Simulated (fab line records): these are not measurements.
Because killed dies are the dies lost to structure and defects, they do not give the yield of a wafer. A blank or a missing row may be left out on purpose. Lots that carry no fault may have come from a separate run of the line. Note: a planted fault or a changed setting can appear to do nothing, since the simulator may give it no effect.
fab line records -- flow rit_cmos
record lots=7, wafers=21, last_day=7
route steps=202 shown M1@186
lots that met no fault: from a run of the same line without faults
start_h: start of the lot's first displayed wafer, in hours after the record's first day -- wait_h: hours from the lot's prior step to this one -- " identical to the entry in the row above -- L1.1+2: a row that stands for several wafers -- - no value, or no start given -- * or withheld: withheld -- < > ~ a bound
route shown NAME@n: a module of which the file shows steps, and the number in the route of the first -- usual: mean/standard deviation taken from wafers without a fault -- same: alike in all rows -- chamber/n: place in a boat -- sites: readings site by site -- _std_site: standard deviation across them -- _edge_site: outer sites' mean less inner sites' -- radius_mm: how far each site lies from the wafer's centre -- mask NAME#n: copy n -- behind: the tool/chamber that last shaped the wafer -- hold: what put the lot on hold/how long, in hours/how the hold closed -- device: transistor that didn't switch, given as n, p or np -- end of line: the tests these same wafers got at the end of their route -- a step given without rows: its recipe and nothing more -- killed: dies lost to structure and defects at the first sort, not the wafer's yield -- map: per-die view of a wafer (x killed, . not killed, _ where there is no die)
set.NAME: the run value of the setting; set.NAME@STEP: its run value at that earlier step -- model.NAME: the simulator's own value behind a step, which no gauge read
lots seen at some steps along the route; tables by step, rows by wafer
services: from which hour (start_h, from the record's first day; less than 0 if before it) a tool's chamber was out of use, for how many hours, and why
## steps
# step RIT_M1_THK_MEAS_02
# recipe thk_meas_gauge=xrf, reads=Al_of_M1_SPUTTER_00
# usual M1_AL_THK=397/4
lot.wafer,tool,chamber,start_h,wait_h,M1_AL_THK[nm]
L166.2,film_metro-01,-,65.89,0.1,400
L166.3,film_metro-01,-,65.89,0.1,397
L166.5,film_metro-01,-,65.89,0.1,398
L173.4,film_metro-01,-,99.91,0.1,399
L173.5,film_metro-01,-,99.91,0.1,396
L173.6,film_metro-01,-,99.91,0.1,396
L176.3,film_metro-01,-,113.81,0.1,400
L176.4,film_metro-01,-,113.81,0.1,398
L176.5,film_metro-01,-,113.81,0.1,398
L177.1,film_metro-02,-,118.52,0.1,400
L177.3,film_metro-02,-,118.52,0.1,397
L177.6,film_metro-02,-,118.52,0.1,398
L178.1,film_metro-03,-,122.72,0.1,398
L178.5,film_metro-03,-,122.72,0.1,398
L178.6,film_metro-03,-,122.72,0.1,393
L185.1,film_metro-03,-,155.97,0.1,393
L185.4,film_metro-03,-,155.97,0.1,392
L185.6,film_metro-03,-,155.97,0.1,398
L187.1,film_metro-02,-,169.41,0.1,399
L187.4,film_metro-02,-,169.41,0.1,399
L187.6,film_metro-02,-,169.41,0.1,397
# step RIT_M1_HMDS_03
# recipe prime_time_s=60, prime_temp_c=140
# step RIT_M1_COAT_04
# recipe resist=NOVOLAK, spin_rpm=2000, resist_thk_nm=1300
# step RIT_M1_SOFTBAKE_05
# recipe resist=NOVOLAK, temp_c=90, time_s=60
# step RIT_M1_EXPOSE_06
# recipe mask_id=M12, na=0.6, source_shape=conventional, sigma_outer=0.5, target_cd_nm=2600, dose_mj=250
# step RIT_M1_PEB_07
# recipe resist=NOVOLAK, temp_c=withheld, time_s=withheld
# step RIT_M1_DEVELOP_08
# recipe resist=NOVOLAK, develop_time_s=68, dev_temp_c=23
# step RIT_M1_CD_MEAS_09
# recipe target_cd_nm=2600
# usual cd_nm=2599.8/2.5
lot.wafer,tool,chamber,start_h,wait_h,cd_nm
L166.2,cd_sem-01,-,66.97,-,2595.5
L166.3,cd_sem-01,-,66.97,-,2596.6
L166.5,cd_sem-01,-,66.97,-,2595.5
L173.4,cd_sem-02,-,101.00,-,2599.0
L173.5,cd_sem-02,-,101.00,-,2599.7
L173.6,cd_sem-02,-,101.00,-,2600.4
L176.3,cd_sem-02,-,114.77,-,2598.6
L176.4,cd_sem-02,-,114.77,-,2598.0
L176.5,cd_sem-02,-,114.77,-,2598.2
L177.1,cd_sem-02,-,119.59,-,2604.6
L177.3,cd_sem-02,-,119.59,-,2602.5
L177.6,cd_sem-02,-,119.59,-,2602.8
L178.1,cd_sem-02,-,123.78,-,2602.9
L178.5,cd_sem-02,-,123.78,-,2602.0
L178.6,cd_sem-02,-,123.78,-,2601.2
L185.1,cd_sem-01,-,157.04,-,2601.7
L185.4,cd_sem-01,-,157.04,-,2601.6
L185.6,cd_sem-01,-,157.04,-,2601.1
L187.1,cd_sem-02,-,170.35,-,2601.0
L187.4,cd_sem-02,-,170.35,-,2602.4
L187.6,cd_sem-02,-,170.35,-,2600.1
# step RIT_M1_OVL_MEAS_10
# usual M1_OVL=0.6/1.4
lot.wafer,tool,chamber,start_h,wait_h,M1_OVL[nm]
L166.2,overlay-02,-,67.08,0.1,1.8
L166.3,overlay-02,-,67.08,0.1,-0.2
L166.5,overlay-02,-,67.08,0.1,0.7
L173.4,overlay-02,-,101.08,0.1,0.8
L173.5,overlay-02,-,101.08,0.1,1.0
L173.6,overlay-02,-,101.08,0.1,0.3
L176.3,overlay-02,-,114.86,0.1,0.7
L176.4,overlay-02,-,114.86,0.1,1.6
L176.5,overlay-02,-,114.86,0.1,-1.1
L177.1,overlay-01,-,119.71,0.1,0.1
L177.3,overlay-01,-,119.71,0.1,-0.6
L177.6,overlay-01,-,119.71,0.1,0.1
L178.1,overlay-02,-,123.90,0.1,2.6
L178.5,overlay-02,-,123.90,0.1,2.3
L178.6,overlay-02,-,123.90,0.1,3.1
L185.1,overlay-02,-,157.16,0.1,1.7
L185.4,overlay-02,-,157.16,0.1,1.2
L185.6,overlay-02,-,157.16,0.1,-0.5
L187.1,overlay-01,-,170.47,0.1,-0.5
L187.4,overlay-01,-,170.47,0.1,0.5
L187.6,overlay-01,-,170.47,0.1,-2.5
# step RIT_M1_HARDBAKE_11
# recipe resist=NOVOLAK, temp_c=140, time_s=120
# step RIT_M1_METAL_ETCH_12
# recipe stop_on=SiO2, chemistry=Cl2/BCl3, target=Al, time_s=165, over_etch_frac=0.5, pressure_mtorr=100, target_depth_a=6000, rf_w=250, Cl2_flow_sccm=60, bcl3_flow_sccm=50
# usual drypump_motor_current_A=5.8/0.46, oes_product_au=0.777/0.012, throttle_valve_pct=8.27/0.14
# same time_s=165
lot.wafer,tool,chamber,start_h,wait_h,drypump_motor_current_A,oes_product_au,rf_hours_counter_h,throttle_valve_pct
L166.2,rie_metal-02,1,67.36,0.2,5.0,0.783,4,8.33
L166.3,rie_metal-02,1,67.36,0.2,5.0,0.783,-,8.32
L166.5,rie_metal-02,1,67.36,0.2,5.0,0.782,-,8.34
L173.4,rie_metal-04,1,101.67,0.1,6.0,0.781,-,8.50
L173.5,rie_metal-04,1,101.67,0.1,6.0,0.785,-,8.48
L173.6,rie_metal-04,0,101.67,0.1,6.1,0.788,-,8.23
L176.3,rie_metal-04,1,115.19,0.2,6.0,0.773,-,8.51
L176.4,rie_metal-04,0,115.19,0.2,6.1,0.800,-,8.24
L176.5,rie_metal-04,0,115.19,0.2,6.1,0.794,-,8.22
L177.1,rie_metal-02,0,119.99,0.2,6.5,0.774,4,8.17
L177.3,rie_metal-02,0,119.99,0.2,6.5,0.773,-,8.19
L177.6,rie_metal-02,1,119.99,0.2,5.0,0.773,-,8.36
L178.1,rie_metal-03,0,124.19,0.2,5.7,0.759,34,8.30
L178.5,rie_metal-03,0,124.19,0.2,5.7,0.759,-,8.30
L178.6,rie_metal-03,1,124.19,0.2,5.7,0.763,-,8.04
L185.1,rie_metal-03,0,157.48,0.2,5.7,0.764,0,8.29
L185.4,rie_metal-03,0,157.48,0.2,5.7,0.770,-,8.28
L185.6,rie_metal-03,1,157.48,0.2,5.7,0.761,-,8.04
L187.1,rie_metal-02,1,170.75,0.2,4.9,0.780,6,8.34
L187.4,rie_metal-02,1,170.75,0.2,5.0,0.773,-,8.31
L187.6,rie_metal-02,1,170.75,0.2,5.0,0.774,-,8.35
# step RIT_M1_STRIP_13
# recipe chemistry=nmp, resist=NOVOLAK, temp_c=80, time_s=600, dry=n2_spin
# step RIT_M1_STRIP_14
# recipe chemistry=O2, time_s=180, platen_temp_c=withheld, power_w=500, pressure_mtorr=4000, o2_flow_sccm=4000
# usual chamber_pressure_mTorr=3999/3.7, drypump_motor_current_A=5.5/0.38, time_s=180/0
lot.wafer,tool,chamber,start_h,wait_h,chamber_pressure_mTorr,drypump_motor_current_A,rf_hours_counter_h,time_s
L166.2,plasma_asher-02,0,67.69,0.0,4004,5.3,41,180
L166.3,plasma_asher-02,1,67.69,0.0,3991,6.1,-,180
L166.5,plasma_asher-02,0,67.69,0.0,4002,5.3,-,180
L173.4,plasma_asher-03,0,102.01,0.1,4007,4.9,-,180
L173.5,plasma_asher-03,0,102.01,0.1,4001,4.8,-,180
L173.6,plasma_asher-03,1,102.01,0.1,4000,5.3,-,180
L176.3,plasma_asher-03,1,115.54,0.1,-,-,-,-
L176.4,plasma_asher-03,0,115.54,0.1,-,-,-,-
L176.5,plasma_asher-03,1,115.54,0.1,-,-,-,-
L177.1,plasma_asher-03,1,120.35,0.0,-,-,-,-
L177.3,plasma_asher-03,1,120.35,0.0,-,-,-,-
L177.6,plasma_asher-03,0,120.35,0.0,-,-,-,-
L178.1,plasma_asher-01,1,124.54,0.0,-,-,-,-
L178.5,plasma_asher-01,0,124.54,0.0,-,-,-,-
L178.6,plasma_asher-01,1,124.54,0.0,-,-,-,-
L185.1,plasma_asher-02,0,157.82,0.0,4001,5.3,5,180
L185.4,plasma_asher-02,1,157.82,0.0,4000,6.0,-,180
L185.6,plasma_asher-02,0,157.82,0.0,4002,5.3,-,180
L187.1,plasma_asher-02,0,171.14,0.0,3993,5.3,6,180
L187.4,plasma_asher-02,0,171.14,0.0,4000,5.3,-,180
L187.6,plasma_asher-02,1,171.14,0.0,3991,6.1,-,180
# step RIT_M1_CD_MEAS_90
# recipe target_cd_nm=2600
# usual cd_nm=2600.2/2.8
lot.wafer,tool,chamber,start_h,wait_h,cd_nm
L166.2,cd_sem-01,-,67.89,0.1,2597.6
L166.3,cd_sem-01,-,67.89,0.1,2599.2
L166.5,cd_sem-01,-,67.89,0.1,2598.0
L173.4,cd_sem-01,-,102.19,0.1,2600.0
L173.5,cd_sem-01,-,102.19,0.1,2600.2
L173.6,cd_sem-01,-,102.19,0.1,2602.1
L176.3,cd_sem-02,-,115.70,0.1,2598.6
L176.4,cd_sem-02,-,115.70,0.1,2599.6
L176.5,cd_sem-02,-,115.70,0.1,2600.3
L177.1,cd_sem-02,-,120.52,0.1,2604.2
L177.3,cd_sem-02,-,120.52,0.1,2602.5
L177.6,cd_sem-02,-,120.52,0.1,2602.0
L178.1,cd_sem-01,-,124.72,0.1,2603.2
L178.5,cd_sem-01,-,124.72,0.1,2602.6
L178.6,cd_sem-01,-,124.72,0.1,2602.1
L185.1,cd_sem-02,-,157.99,0.1,2602.9
L185.4,cd_sem-02,-,157.99,0.1,2603.6
L185.6,cd_sem-02,-,157.99,0.1,2601.9
L187.1,cd_sem-02,-,171.32,0.1,2603.4
L187.4,cd_sem-02,-,171.32,0.1,2604.4
L187.6,cd_sem-02,-,171.32,0.1,2601.1
# step RIT_M1_PROBE_99
# usual defect_limited_yield=97.6/1, killed_at_contacts=0.1/0.31, killed_at_front_end=6.3/2.7, killed_dies=6.4/2.7, killed_open=3.3/2, killed_short=3/1.8, sort_bin_3_pad_short=0.1/0.18, sort_bin_5_function=1.5/0.78, sort_bin_6_memory=0.8/0.57, sort_n_pass=257.6/2.7, sort_yield_pct=97.6/1
# same gross_dies=264, killed_at_M0_to_M3=0, killed_at_M4_up=0, killed_at_back_side=0, killed_at_other=0
lot.wafer,tool,chamber,start_h,wait_h,defect_limited_yield[%],killed_at_contacts,killed_at_front_end,killed_dies,killed_open,killed_short,sort_bin_3_pad_short[%],sort_bin_5_function[%],sort_bin_6_memory[%],sort_n_pass,sort_yield_pct[%]
L166.2,prober-01,-,70.88,0.1,98.5,0,4,4,4,0,0,1.1,0.4,260.0,98.5
L166.3,prober-01,-,70.93,0.2,97.7,0,6,6,2,4,0,2.3,0,258.0,97.7
L166.5,prober-01,-,71.03,0.2,98.9,1,2,3,2,1,0,0.4,0.8,261.0,98.9
L173.4,prober-01,-,104.02,0.2,99.2,0,2,2,2,0,0,0.8,0,262.0,99.2
L173.5,prober-01,-,104.07,0.2,97.3,0,7,7,4,3,0,2.7,0,257.0,97.3
L173.6,prober-01,-,104.12,0.2,97.7,0,6,6,2,4,0,1.1,1.1,258.0,97.7
L176.3,prober-02,-,117.50,0.2,98.1,0,5,5,2,3,0,1.5,0.4,259.0,98.1
L176.4,prober-02,-,117.55,0.2,97.0,0,8,8,4,4,0,1.5,1.5,256.0,97.0
L176.5,prober-02,-,117.60,0.2,98.5,0,4,4,4,0,0,0.4,1.1,260.0,98.5
L177.1,prober-02,-,122.26,0.1,96.6,0,9,9,6,3,0,1.9,1.5,255.0,96.6
L177.3,prober-02,-,122.36,0.2,96.6,0,9,9,3,6,0.4,1.5,1.5,255.0,96.6
L177.6,prober-02,-,122.51,0.2,95.8,0,11,11,7,4,0.4,2.7,1.1,253.0,95.8
L178.1,prober-01,-,126.46,0.1,95.8,0,11,11,7,4,0,1.9,2.3,253.0,95.8
L178.5,prober-01,-,126.66,0.2,97.7,0,6,6,2,4,0.4,1.1,0.8,258.0,97.7
L178.6,prober-01,-,126.71,0.2,98.5,0,4,4,2,2,0,1.1,0.4,260.0,98.5
L185.1,prober-02,-,159.73,0.1,99.6,0,1,1,1,0,0,0.4,0,263.0,99.6
L185.4,prober-02,-,159.88,0.2,97.3,0,7,7,3,4,0,1.9,0.8,257.0,97.3
L185.6,prober-02,-,159.98,0.2,97.7,0,6,6,2,4,0.4,1.5,0.4,258.0,97.7
L187.1,prober-02,-,173.06,0.1,97.0,2,6,8,3,5,0.4,2.7,0,256.0,97.0
L187.4,prober-02,-,173.21,0.2,97.7,0,6,6,4,2,0,1.1,1.1,258.0,97.7
L187.6,prober-02,-,173.31,0.2,98.5,0,4,4,2,2,0.4,0.8,0.4,260.0,98.5
# killed by level:class
L166.2 FOX1:geometric_particle:open=2 GATE:geometric_particle:open=1 SPACER:geometric_particle:open=1
L166.3 SPACER:geometric_particle:short=2 SILICIDE:geometric_particle:short=2 GATE:geometric_particle:open=1 SPACER:geometric_particle:open=1
L166.5 GATE:geometric_particle:open=1 SILICIDE:geometric_particle:open=1 CONTACT:geometric_particle:short=1
L173.4 GATE:geometric_particle:open=2
L173.5 GATE:geometric_particle:short=2 FOX1:geometric_particle:open=1 FOX2:geometric_particle:open=1 GATE:geometric_particle:open=1 SPACER:geometric_particle:open=1 SPACER:geometric_particle:short=1
L173.6 GATE:geometric_particle:open=2 FOX1:geometric_particle:short=1 FOX2:geometric_particle:short=1 GATE:geometric_particle:short=1 REOX:geometric_particle:short=1
L176.3 GATE:geometric_particle:short=2 FOX1:geometric_particle:open=1 FOX2:geometric_particle:short=1 SPACER:geometric_particle:open=1
L176.4 GATE:geometric_particle:open=2 FOX1:geometric_particle:open=1 FOX1:geometric_particle:short=1 FOX2:geometric_particle:short=1 GATE:geometric_particle:short=1 REOX:geometric_particle:short=1 REOX:geometric_particle:open=1
L176.5 GATE:geometric_particle:open=3 SPACER:geometric_particle:open=1
L177.1 GATE:geometric_particle:open=5 GATE:geometric_particle:short=2 FOX1:geometric_particle:open=1 SPACER:geometric_particle:short=1
L177.3 GATE:geometric_particle:short=5 GATE:geometric_particle:open=2 FOX1:geometric_particle:short=1 SILICIDE:geometric_particle:open=1
L177.6 GATE:geometric_particle:open=5 GATE:geometric_particle:short=4 REOX:geometric_particle:open=2
L178.1 SPACER:geometric_particle:open=5 GATE:geometric_particle:short=3 GATE:geometric_particle:open=2 SPACER:geometric_particle:short=1
L178.5 SPACER:geometric_particle:short=2 GATE:geometric_particle:open=1 GATE:geometric_particle:short=1 REOX:geometric_particle:short=1 REOX:geometric_particle:open=1
L178.6 FOX2:geometric_particle:open=1 FOX2:geometric_particle:short=1 GATE:geometric_particle:open=1 GATE:geometric_particle:short=1
L185.1 GATE:geometric_particle:open=1
L185.4 GATE:geometric_particle:short=2 FOX1:geometric_particle:open=1 REOX:geometric_particle:short=1 SPACER:geometric_particle:open=1 SPACER:geometric_particle:short=1 SILICIDE:geometric_particle:open=1
L185.6 SPACER:geometric_particle:short=2 FOX2:geometric_particle:short=1 GATE:geometric_particle:open=1 REOX:geometric_particle:open=1 REOX:geometric_particle:short=1
L187.1 GATE:geometric_particle:short=2 GATE:geometric_particle:open=2 CONTACT:geometric_particle:short=2 SPACER:geometric_particle:short=1 SILICIDE:geometric_particle:open=1
L187.4 GATE:geometric_particle:open=3 FOX1:geometric_particle:short=1 GATE:geometric_particle:short=1 SPACER:geometric_particle:open=1
L187.6 GATE:geometric_particle:open=2 SPACER:geometric_particle:short=1 SILICIDE:geometric_particle:short=1
## services
tool,chamber,start_h,hours,kind
rie_metal-03,1,52.21,13.1,repair
rie_metal-02,-,99.81,4.3,pm
plasma_asher-02,-,108.75,9.0,pm
plasma_asher-02,0,108.75,9.0,vent_cycle
plasma_asher-02,1,108.75,9.0,vent_cycle
plasma_asher-02,0,117.75,-,clean
plasma_asher-02,1,117.75,-,clean
rie_metal-03,-,136.12,20.0,pm
rie_metal-03,0,136.12,20.0,vent_cycle
rie_metal-03,1,136.12,20.0,vent_cycle
plasma_asher-03,-,153.05,2.8,pm
rie_metal-03,0,156.12,-,clean
rie_metal-03,1,156.12,-,clean
## key
first_sign step=RIT_M1_STRIP_14, reading=tool_record, direction=missing
effect none on later readings
met_at RIT_M1_STRIP_14
struck_wafers L176.3,L176.4,L176.5,L177.1,L177.3,L177.6,L178.1,L178.5,L178.6
onset_between 102.01 115.54
fault kind=skipped_step_whole, tool=plasma_asher-01,plasma_asher-03, chamber=-, onset_h=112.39, steps=RIT_M1_STRIP_14, scope=struck_lots_only
